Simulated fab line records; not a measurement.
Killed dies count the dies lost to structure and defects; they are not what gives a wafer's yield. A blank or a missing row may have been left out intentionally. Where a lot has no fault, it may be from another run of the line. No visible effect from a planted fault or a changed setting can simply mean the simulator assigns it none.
fab line records -- flow rit_cmos
record: lots: 6, wafers: 18, last_day: 7
route steps=202 shown M1@184
lots that met no fault: taken from a fault-free run of the same line
start_h: hours from the record's opening day to when the first of the lot's shown wafers began -- wait_h: hours elapsed since this lot's preceding step -- " the same as in the row above -- L1.1+2: several wafers, shown together as one row -- - value missing, or start not given -- * or withheld: withheld -- < > ~ a bound
route shown NAME@n: a module of which the file shows steps, and the number in the route of the first -- usual: average and standard deviation across the fault-free wafers -- same: alike in all rows -- chamber/n: place in a boat -- sites: the reading at each site -- _std_site: the values' standard deviation -- _edge_site: outer sites' mean less inner sites' -- radius_mm: for every site, how far away it sits from the centre of the wafer -- mask NAME#n: copy n -- behind: tool/chamber where the wafer was last shaped -- hold: what put the lot on hold/how long, in hours/how the hold closed -- device: whichever transistor did not switch (one of n, p or np) -- end of line: tests of these same wafers at the route's end -- a step given without rows: its recipe and nothing more -- killed: dies that structure and defects cost at the first sort, which is not the same as the wafer's yield -- map: the dies of a wafer, with x for killed, . for not killed, _ for no die there
set.NAME: the setting as run; set.NAME@STEP: as run at that earlier step -- model.NAME: the simulator's own value behind a step, which no gauge read
certain route steps with their lots: each step a table, each wafer a row
services: the hour from which a tool's chamber was out of use, counted from the record's first day as start_h (under 0 if before that day), plus the number of hours and why
== steps ==
step: RIT_M1_SPUTTER_00
recipe: material: Al, target_thk_nm: 400, power_w: 2000, chamber_pressure_pa: 0.4, gas: Ar, time_s: 484.9, substrate_temp_c: 25
usual: throttle_valve_pct: 30.3/0.78
lot.wafer,tool,chamber,start_h,wait_h,throttle_valve_pct
L124.1,pvd_sputter-02,-,63.66,0.0,29.1
L124.5,pvd_sputter-02,-,63.66,0.0,29.5
L124.6,pvd_sputter-02,-,63.66,0.0,30.0
L130.2,pvd_sputter-02,-,94.32,0.0,29.8
L130.3,pvd_sputter-02,-,94.32,0.0,32.0
L130.5,pvd_sputter-02,-,94.32,0.0,29.8
L133.2,pvd_sputter-03,-,109.08,0.0,30.0
L133.3,pvd_sputter-03,-,109.08,0.0,30.6
L133.4,pvd_sputter-03,-,109.08,0.0,30.2
L135.4,pvd_sputter-03,-,118.99,0.0,30.1
L135.5,pvd_sputter-03,-,118.99,0.0,29.9
L135.6,pvd_sputter-03,-,118.99,0.0,29.7
L140.1,pvd_sputter-02,-,143.73,0.0,31.8
L140.3,pvd_sputter-02,-,143.73,0.0,30.2
L140.6,pvd_sputter-02,-,143.73,0.0,30.1
L143.1,pvd_sputter-03,-,158.21,0.0,30.0
L143.3,pvd_sputter-03,-,158.21,0.0,29.8
L143.6,pvd_sputter-03,-,158.21,0.0,30.3
step: RIT_M1_RS_MEAS_01
recipe: thk_meas_gauge: four-point-probe, reads: Al_of_M1_SPUTTER_00
usual: M1_AL_RS: 0.0755/0.00081
lot.wafer,tool,chamber,start_h,wait_h,M1_AL_RS[ohm/sq]
L124.1,film_metro-02,-,63.96,0.2,0.0777
L124.5,film_metro-02,-,63.96,0.2,0.0760
L124.6,film_metro-02,-,63.96,0.2,0.0759
L130.2,film_metro-03,-,94.64,0.2,0.0756
L130.3,film_metro-03,-,94.64,0.2,0.0762
L130.5,film_metro-03,-,94.64,0.2,0.0758
L133.2,film_metro-03,-,109.39,0.2,0.0756
L133.3,film_metro-03,-,109.39,0.2,0.0759
L133.4,film_metro-03,-,109.39,0.2,0.0744
L135.4,film_metro-03,-,119.35,0.2,0.0744
L135.5,film_metro-03,-,119.35,0.2,0.0747
L135.6,film_metro-03,-,119.35,0.2,0.0751
L140.1,film_metro-03,-,144.03,0.2,0.0755
L140.3,film_metro-03,-,144.03,0.2,0.0751
L140.6,film_metro-03,-,144.03,0.2,0.0752
L143.1,film_metro-01,-,158.50,0.2,0.0746
L143.3,film_metro-01,-,158.50,0.2,0.0750
L143.6,film_metro-01,-,158.50,0.2,0.0756
step: RIT_M1_THK_MEAS_02
recipe: thk_meas_gauge: xrf, reads: Al_of_M1_SPUTTER_00
usual: M1_AL_THK: 396/5.5
lot.wafer,tool,chamber,start_h,wait_h,M1_AL_THK[nm]
L124.1,film_metro-02,-,64.08,0.1,386
L124.5,film_metro-02,-,64.08,0.1,396
L124.6,film_metro-02,-,64.08,0.1,393
L130.2,film_metro-03,-,94.75,0.1,397
L130.3,film_metro-03,-,94.75,0.1,395
L130.5,film_metro-03,-,94.75,0.1,396
L133.2,film_metro-03,-,109.50,0.1,401
L133.3,film_metro-03,-,109.50,0.1,396
L133.4,film_metro-03,-,109.50,0.1,406
L135.4,film_metro-03,-,119.44,0.1,406
L135.5,film_metro-03,-,119.44,0.1,404
L135.6,film_metro-03,-,119.44,0.1,400
L140.1,film_metro-03,-,144.15,0.1,395
L140.3,film_metro-03,-,144.15,0.1,399
L140.6,film_metro-03,-,144.15,0.1,401
L143.1,film_metro-01,-,158.62,0.1,395
L143.3,film_metro-01,-,158.62,0.1,394
L143.6,film_metro-01,-,158.62,0.1,390
step: RIT_M1_HMDS_03
recipe: prime_time_s: 60, prime_temp_c: 140
step: RIT_M1_COAT_04
recipe: resist: NOVOLAK, spin_rpm: 2000, resist_thk_nm: 1300
step: RIT_M1_SOFTBAKE_05
recipe: resist: NOVOLAK, temp_c: 90, time_s: 60
step: RIT_M1_EXPOSE_06
recipe: mask_id: M12, na: 0.6, source_shape: conventional, sigma_outer: 0.5, target_cd_nm: 2600, dose_mj: 250
step: RIT_M1_PEB_07
recipe: resist: NOVOLAK, temp_c: withheld, time_s: withheld
step: RIT_M1_DEVELOP_08
recipe: resist: NOVOLAK, develop_time_s: 70.4, dev_temp_c: 23
step: RIT_M1_CD_MEAS_09
recipe: target_cd_nm: 2600
usual: cd_nm: 2599.3/2
lot.wafer,tool,chamber,start_h,wait_h,cd_nm
L124.1,cd_sem-01,-,65.02,-,2599.8
L124.5,cd_sem-01,-,65.02,-,2598.6
L124.6,cd_sem-01,-,65.02,-,2599.4
L130.2,cd_sem-01,-,95.75,-,2598.5
L130.3,cd_sem-01,-,95.75,-,2597.5
L130.5,cd_sem-01,-,95.75,-,2600.7
L133.2,cd_sem-01,-,110.45,-,2599.9
L133.3,cd_sem-01,-,110.45,-,2600.6
L133.4,cd_sem-01,-,110.45,-,2601.0
L135.4,cd_sem-01,-,120.41,-,2595.6
L135.5,cd_sem-01,-,120.41,-,2597.9
L135.6,cd_sem-01,-,120.41,-,2595.6
L140.1,cd_sem-02,-,145.21,-,2602.5
L140.3,cd_sem-02,-,145.21,-,2598.9
L140.6,cd_sem-02,-,145.21,-,2602.0
L143.1,cd_sem-01,-,159.69,-,2599.2
L143.3,cd_sem-01,-,159.69,-,2599.5
L143.6,cd_sem-01,-,159.69,-,2598.9
step: RIT_M1_OVL_MEAS_10
usual: M1_OVL: 0.2/1.7
lot.wafer,tool,chamber,start_h,wait_h,M1_OVL[nm]
L124.1,overlay-02,-,65.14,0.1,-0.4
L124.5,overlay-02,-,65.14,0.1,-0.8
L124.6,overlay-02,-,65.14,0.1,0.6
L130.2,overlay-01,-,95.86,0.1,0.2
L130.3,overlay-01,-,95.86,0.1,-0.3
L130.5,overlay-01,-,95.86,0.1,0.4
L133.2,overlay-02,-,110.56,0.1,-0.3
L133.3,overlay-02,-,110.56,0.1,-2.9
L133.4,overlay-02,-,110.56,0.1,-2.2
L135.4,overlay-01,-,120.48,0.1,0.2
L135.5,overlay-01,-,120.48,0.1,0.6
L135.6,overlay-01,-,120.48,0.1,1.4
L140.1,overlay-01,-,145.33,0.1,-1.1
L140.3,overlay-01,-,145.33,0.1,-1.7
L140.6,overlay-01,-,145.33,0.1,-2.2
L143.1,overlay-02,-,159.81,0.1,2.9
L143.3,overlay-02,-,159.81,0.1,5.3
L143.6,overlay-02,-,159.81,0.1,2.4
step: RIT_M1_HARDBAKE_11
recipe: resist: NOVOLAK, temp_c: 140, time_s: 120
step: RIT_M1_METAL_ETCH_12
recipe: stop_on: SiO2, chemistry: Cl2/BCl3, target: Al, time_s: 165, over_etch_frac: 0.5, pressure_mtorr: 100, target_depth_a: 6000, rf_w: 250, Cl2_flow_sccm: 60, bcl3_flow_sccm: 50
usual: bcl3_flow_sccm: 49.99/0.15, drypump_motor_current_A: 5.9/0.46, oes_product_au: 0.772/0.0097, rf_fwd_power_W: 249.1/0.81, throttle_valve_pct: 8.37/0.13
same: over_etch_frac: 0.5
lot.wafer,tool,chamber,start_h,wait_h,bcl3_flow_sccm,drypump_motor_current_A,oes_product_au,rf_fwd_power_W,rf_hours_counter_h,throttle_valve_pct,model.NOVOLAK_of_M1_COAT_04.thk_nm,model.M1.feature_depth_nm,model.etch.depth_nm
L124.1,rie_metal-03,1,65.42,0.2,49.99,5.4,0.768,248.5,2,8.19,804.2,411,378.7
L124.5,rie_metal-03,1,65.42,0.2,50.05,5.4,0.767,248.6,-,8.21,802.5,419.2,386.7
L124.6,rie_metal-03,0,65.42,0.2,50.11,6.0,0.783,249.5,-,8.55,791.5,421.2,387.5
L130.2,rie_metal-03,0,96.14,0.2,50.16,6.0,0.764,151.2,3,8.55,930.6,370,370
L130.3,rie_metal-03,1,96.14,0.2,49.95,5.4,0.777,247.5,-,8.22,806.3,418.2,385.8
L130.5,rie_metal-03,0,96.14,0.2,50.01,6.0,0.758,148.4,-,8.54,932.8,368,368
L133.2,rie_metal-03,1,110.84,0.2,49.88,5.4,0.772,248.9,3,8.23,809.1,421.1,389.2
L133.3,rie_metal-03,0,110.84,0.2,49.94,6.0,0.751,149.4,-,8.55,937.1,362.8,362.8
L133.4,rie_metal-03,1,110.84,0.2,49.77,5.4,0.786,248.8,-,8.22,812.4,426.9,395.1
L135.4,rie_metal-04,1,120.81,0.1,49.92,5.8,0.775,249.3,-,8.42,788.9,428.4,394.4
L135.5,rie_metal-04,0,120.81,0.1,50.03,6.5,0.766,248.6,-,8.22,812,424.3,392.4
L135.6,rie_metal-04,1,120.81,0.1,49.83,5.7,0.773,249.7,-,8.42,789.7,425.1,390.9
L140.1,rie_metal-04,1,145.62,0.2,49.97,5.8,0.769,250.5,5,8.43,795.2,422.2,388.1
L140.3,rie_metal-04,1,145.62,0.2,50.11,5.8,0.767,249.5,-,8.42,793.5,424.8,390.7
L140.6,rie_metal-04,0,145.62,0.2,49.90,6.5,0.757,249.5,-,8.21,814,422.6,390.4
L143.1,rie_metal-01,1,160.10,0.2,49.70,6.5,0.786,249.4,0,8.53,807.6,426,393.3
L143.3,rie_metal-01,1,160.10,0.2,49.86,6.5,0.780,250.0,-,8.52,805.3,424.1,391.8
L143.6,rie_metal-01,0,160.10,0.2,49.94,5.3,0.774,250.3,-,8.30,806.8,420.6,388.2
step: RIT_M1_STRIP_13
recipe: chemistry: nmp, resist: NOVOLAK, temp_c: 80, time_s: 600, dry: n2_spin
step: RIT_M1_STRIP_14
recipe: chemistry: O2, time_s: 180, platen_temp_c: withheld, power_w: 500, pressure_mtorr: 4000, o2_flow_sccm: 4000
usual: drypump_motor_current_A: 5.8/0.4, rf_refl_power_W: 7.1/0.61
lot.wafer,tool,chamber,start_h,wait_h,drypump_motor_current_A,rf_hours_counter_h,rf_refl_power_W
L124.1,plasma_asher-02,1,65.76,0.0,6.0,43,8.1
L124.5,plasma_asher-02,1,65.76,0.0,6.0,-,8.1
L124.6,plasma_asher-02,0,65.76,0.0,6.2,-,6.5
L130.2,plasma_asher-04,1,96.53,0.0,5.9,29,6.8
L130.3,plasma_asher-04,1,96.53,0.0,5.9,-,7.0
L130.5,plasma_asher-04,0,96.53,0.0,5.2,-,6.6
L133.2,plasma_asher-02,0,111.18,0.0,6.2,47,6.7
L133.3,plasma_asher-02,0,111.18,0.0,6.2,-,6.6
L133.4,plasma_asher-02,1,111.18,0.0,6.0,-,8.0
L135.4,plasma_asher-03,1,121.15,0.1,5.7,-,7.6
L135.5,plasma_asher-03,1,121.15,0.1,5.7,-,8.0
L135.6,plasma_asher-03,0,121.15,0.1,6.5,-,7.5
L140.1,plasma_asher-04,0,145.96,0.0,5.2,35,6.7
L140.3,plasma_asher-04,1,145.96,0.0,5.8,-,6.7
L140.6,plasma_asher-04,1,145.96,0.0,5.8,-,7.0
L143.1,plasma_asher-04,1,160.43,0.0,5.9,37,6.7
L143.3,plasma_asher-04,0,160.43,0.0,5.2,-,6.6
L143.6,plasma_asher-04,0,160.43,0.0,5.2,-,6.5
step: RIT_M1_CD_MEAS_90
recipe: target_cd_nm: 2600
usual: cd_nm: 2599/3.7
lot.wafer,tool,chamber,start_h,wait_h,cd_nm
L124.1,cd_sem-01,-,65.94,0.1,2602
L124.5,cd_sem-01,-,65.94,0.1,2600
L124.6,cd_sem-01,-,65.94,0.1,2599
L130.2,cd_sem-02,-,96.72,0.1,2613
L130.3,cd_sem-02,-,96.72,0.1,2599
L130.5,cd_sem-02,-,96.72,0.1,2615
L133.2,cd_sem-02,-,111.37,0.1,2600
L133.3,cd_sem-02,-,111.37,0.1,2615
L133.4,cd_sem-02,-,111.37,0.1,2601
L135.4,cd_sem-02,-,121.32,0.1,2590
L135.5,cd_sem-02,-,121.32,0.1,2598
L135.6,cd_sem-02,-,121.32,0.1,2592
L140.1,cd_sem-01,-,146.13,0.1,2598
L140.3,cd_sem-01,-,146.13,0.1,2594
L140.6,cd_sem-01,-,146.13,0.1,2603
L143.1,cd_sem-01,-,160.61,0.1,2600
L143.3,cd_sem-01,-,160.61,0.1,2603
L143.6,cd_sem-01,-,160.61,0.1,2601
step: RIT_M1_ANNEAL_15
recipe: temp_c: 450, time_s: 1866, ambient: forming_gas_H2N2
step: RIT_M1_PROBE_99
usual: defect_limited_yield: 97.2/1.1, killed_at_M0_to_M3: 0.0/0.14, killed_at_contacts: 0.1/0.23, killed_at_front_end: 7.3/2.9, killed_dies: 7.3/3, killed_on_rim: 1.9/1.5, killed_open: 3.6/1.8, killed_short: 3.7/2.1
same: gross_dies: 264, killed_at_M4_up: 0, killed_at_back_side: 0, killed_at_other: 0
lot.wafer,tool,chamber,start_h,wait_h,defect_limited_yield[%],killed_at_M0_to_M3,killed_at_contacts,killed_at_front_end,killed_dies,killed_on_rim,killed_open,killed_short,model.etest.tester.sort_n_pass,model.etest.tester.sort_yield_pct,model.etest.tester.sort_bin_5_pct,model.etest.tester.sort_bin_3_pct,model.etest.select_edge_diode_n.over_limit,model.etest.pmos_0p15.over_limit,model.etest.cap_p_gate.short,model.etest.contact_ppoly.short
L124.1,prober-02,-,67.68,0.1,95.8,0,0,11,11,0,8,3,253,95.83,1.894,0,0,0,0,0
L124.5,prober-02,-,67.88,0.2,97.7,0,0,6,6,0,3,3,258,97.73,1.136,0,0,0,0,0
L124.6,prober-02,-,67.93,0.2,98.1,0,0,5,5,1,3,2,259,98.11,1.515,0.3788,0,0,0,0
L130.2,prober-02,-,98.49,0.1,3.4,247,0,8,255,64,5,3,0,0,95.83,3.409,1,1,1,1
L130.3,prober-02,-,98.54,0.2,97.7,0,0,6,6,2,5,1,258,97.73,1.136,0,0,0,0,0
L130.5,prober-02,-,98.64,0.2,2.3,249,0,9,258,64,6,3,0,0,96.97,2.273,1,1,1,1
L133.2,prober-01,-,113.84,0.1,97.3,0,0,7,7,2,4,3,257,97.35,1.136,0,0,0,0,0
L133.3,prober-01,-,113.89,0.2,0.4,257,0,6,263,69,3,3,1,0.3788,98.48,0,1,1,1,1
L133.4,prober-01,-,113.94,0.2,99.6,0,0,1,1,1,1,0,263,99.62,0,0,0,0,0,0
L135.4,prober-01,-,123.82,0.2,98.5,0,0,4,4,2,0,4,260,98.48,0.7576,0,0,0,0,0
L135.5,prober-01,-,123.87,0.2,96.6,0,0,9,9,3,2,7,255,96.59,1.894,0.3788,0,0,0,0
L135.6,prober-01,-,123.92,0.2,97.3,0,0,7,7,3,4,3,257,97.35,1.894,0,0,0,0,0
L140.1,prober-02,-,148.71,0.1,97.3,0,0,7,7,1,3,4,257,97.35,2.273,0.3788,0,0,0,0
L140.3,prober-02,-,148.81,0.2,99.2,0,0,2,2,0,2,0,262,99.24,0.3788,0,0,0,0,0
L140.6,prober-02,-,148.96,0.2,95.5,0,0,12,12,4,7,5,252,95.45,2.652,0,0,0,0,0
L143.1,prober-01,-,162.35,0.1,95.8,0,0,11,11,3,4,7,253,95.83,3.03,0.3788,0,0,0,0
L143.3,prober-01,-,162.45,0.2,97.3,0,1,6,7,2,4,2,257,97.35,1.515,0,0,0,0,0
L143.6,prober-01,-,162.60,0.2,97.7,0,0,6,6,4,5,1,258,97.73,1.515,0,0,0,0,0
killed by level:class
L124.1 GATE:geometric_particle:open=5 FOX2:geometric_particle:open=3 FOX2:geometric_particle:short=1 SPACER:geometric_particle:short=1 SILICIDE:geometric_particle:short=1
L124.5 FOX1:geometric_particle:short=2 SPACER:geometric_particle:open=2 FOX2:geometric_particle:short=1 GATE:geometric_particle:open=1
L124.6 GATE:geometric_particle:short=2 GATE:geometric_particle:open=2 FOX1:geometric_particle:open=1
L130.2 M1:area_etch=247 FOX1:geometric_particle:open=2 GATE:geometric_particle:short=2 FOX2:geometric_particle:open=1 GATE:geometric_particle:open=1 REOX:geometric_particle:open=1 SILICIDE:geometric_particle:short=1
L130.3 REOX:geometric_particle:open=3 GATE:geometric_particle:open=2 FOX2:geometric_particle:short=1
L130.5 M1:area_etch=249 GATE:geometric_particle:open=2 GATE:geometric_particle:short=2 REOX:geometric_particle:open=2 FOX1:geometric_particle:open=1 REOX:geometric_particle:short=1 SILICIDE:geometric_particle:open=1
L133.2 FOX2:geometric_particle:short=2 REOX:geometric_particle:open=2 FOX2:geometric_particle:open=1 SPACER:geometric_particle:short=1 SILICIDE:geometric_particle:open=1
L133.3 M1:area_etch=257 FOX1:geometric_particle:short=1 FOX2:geometric_particle:open=1 GATE:geometric_particle:short=1 REOX:geometric_particle:open=1 SPACER:geometric_particle:short=1 SPACER:geometric_particle:open=1
L133.4 FOX2:geometric_particle:open=1
L135.4 GATE:geometric_particle:short=3 SPACER:geometric_particle:short=1
L135.5 REOX:geometric_particle:short=3 FOX2:geometric_particle:short=2 GATE:geometric_particle:short=1 GATE:geometric_particle:open=1 SPACER:geometric_particle:short=1 SILICIDE:geometric_particle:open=1
L135.6 GATE:geometric_particle:short=3 GATE:geometric_particle:open=2 REOX:geometric_particle:open=2
L140.1 GATE:geometric_particle:short=3 FOX1:geometric_particle:short=1 FOX1:geometric_particle:open=1 GATE:geometric_particle:open=1 SPACER:geometric_particle:open=1
L140.3 FOX1:geometric_particle:open=1 GATE:geometric_particle:open=1
L140.6 FOX1:geometric_particle:open=4 GATE:geometric_particle:short=4 FOX1:geometric_particle:short=1 GATE:geometric_particle:open=1 SPACER:geometric_particle:open=1 SILICIDE:geometric_particle:open=1
L143.1 GATE:geometric_particle:short=3 FOX1:geometric_particle:short=2 FOX1:geometric_particle:open=2 GATE:geometric_particle:open=1 SPACER:geometric_particle:short=1 SILICIDE:geometric_particle:open=1 SILICIDE:geometric_particle:short=1
L143.3 FOX1:geometric_particle:open=2 FOX1:geometric_particle:short=1 FOX2:geometric_particle:open=1 SILICIDE:geometric_particle:open=1 SILICIDE:geometric_particle:short=1 CONTACT:coat_microbubble_printed=1
L143.6 GATE:geometric_particle:open=2 FOX1:geometric_particle:open=1 SPACER:geometric_particle:short=1 SPACER:geometric_particle:open=1 SILICIDE:geometric_particle:open=1
map L130.5 (x killed, . not)
________xxxxxxx_______
_____xxxxxxxxxxxxx____
____xxxxxxxxxxxxxxx___
___xxxxxxxxxxxxxxxxx__
__xxxxxxxxxxxxxxxxxxx_
__xxxxxxxxxxxxxxxxxxx_
_xxxxxxxxxxxxxxxxxxxxx
_xxxxxxxxxxxxxxxxxxxxx
_xxxxxxxxxxxxxxxxxxxxx
_xxxxxxxxxxxxxxxxxxxxx
__xxxxxxxxxxxxxxxxxxx_
__xxxxxxxxxxxxxxxxxxx_
___xxxxxxxxxxxxxxxxx__
____xxxxxxxxxxxxxx.___
_____.xxxxxxxxxxx.____
________xx.xx.._______
map L133.3 (x killed, . not)
________xxxxxxx_______
_____xxxxxxxxxxxxx____
____xxxxxxxxxxxxxxx___
___xxxxxxxxxxxxxxxxx__
__xxxxxxxxxxxxxxxxxxx_
__xxxxxxxxxxxxxxxxxxx_
_xxxxxxxxxxxxxxxxxxxxx
_xxxxxxxxxxxxxxxxxxxxx
_xxxxxxxxxxxxxxxxxxxxx
_xxxxxxxxxxxxxxxxxxxx.
__xxxxxxxxxxxxxxxxxxx_
__xxxxxxxxxxxxxxxxxxx_
___xxxxxxxxxxxxxxxxx__
____xxxxxxxxxxxxxxx___
_____xxxxxxxxxxxxx____
________xxxxxxx_______
== services ==
tool,chamber,start_h,hours,kind
rie_metal-01,0,42.78,14.4,repair
pvd_sputter-03,-,58.49,4.8,repair
rie_metal-04,1,60.36,1.8,repair
pvd_sputter-02,-,116.67,0.7,repair
plasma_asher-03,-,127.60,15.7,repair
rie_metal-01,-,136.12,20.0,pm
rie_metal-01,0,136.12,20.0,vent_cycle
rie_metal-01,1,136.12,20.0,vent_cycle
rie_metal-01,0,141.68,3.6,repair
pvd_sputter-03,-,153.42,4.4,repair
rie_metal-01,0,156.12,-,clean
rie_metal-01,1,156.12,-,clean
pvd_sputter-03,-,159.16,10.0,repair
== key ==
first_sign: step: RIT_M1_METAL_ETCH_12, reading: rf_fwd_power_W, direction: down, sigmas: 99+, usual: 249.1, struck: 149.7
effect: step: RIT_M1_CD_MEAS_90, reading: cd_nm, direction: up, sigmas: 4.1, usual: 2599, struck: 2614
effect: step: RIT_M1_PROBE_99, reading: killed_at_M0_to_M3, direction: up, sigmas: 99+, usual: 0.0, struck: 251
model_effect: step: RIT_M1_METAL_ETCH_12, value: NOVOLAK_of_M1_COAT_04.thk_nm, without: 799, struck: 933.5
model_effect: step: RIT_M1_PROBE_99, value: etest.tester.sort_n_pass, without: 256.3, struck: 0.3333
more_kills_born_at: RIT_M1_METAL_ETCH_12@rie_metal-03: 753
met_at RIT_M1_METAL_ETCH_12
struck_wafers L130.2,L130.5,L133.3
later_rows_left_out L130.2,L130.5,L133.3
onset_between 65.42 96.14
fault: kind: process_parameter_drift, tool: rie_metal-03, chamber: 0, onset_h: 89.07, steps: RIT_M1_METAL_ETCH_12, channel: rf_w, offset: -100, shape: step, end_h: 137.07, stated: 250
later_rows_left_out: the simulator's readings of these wafers behind a module that went badly wrong aren't trusted and aren't shown, but for the sort
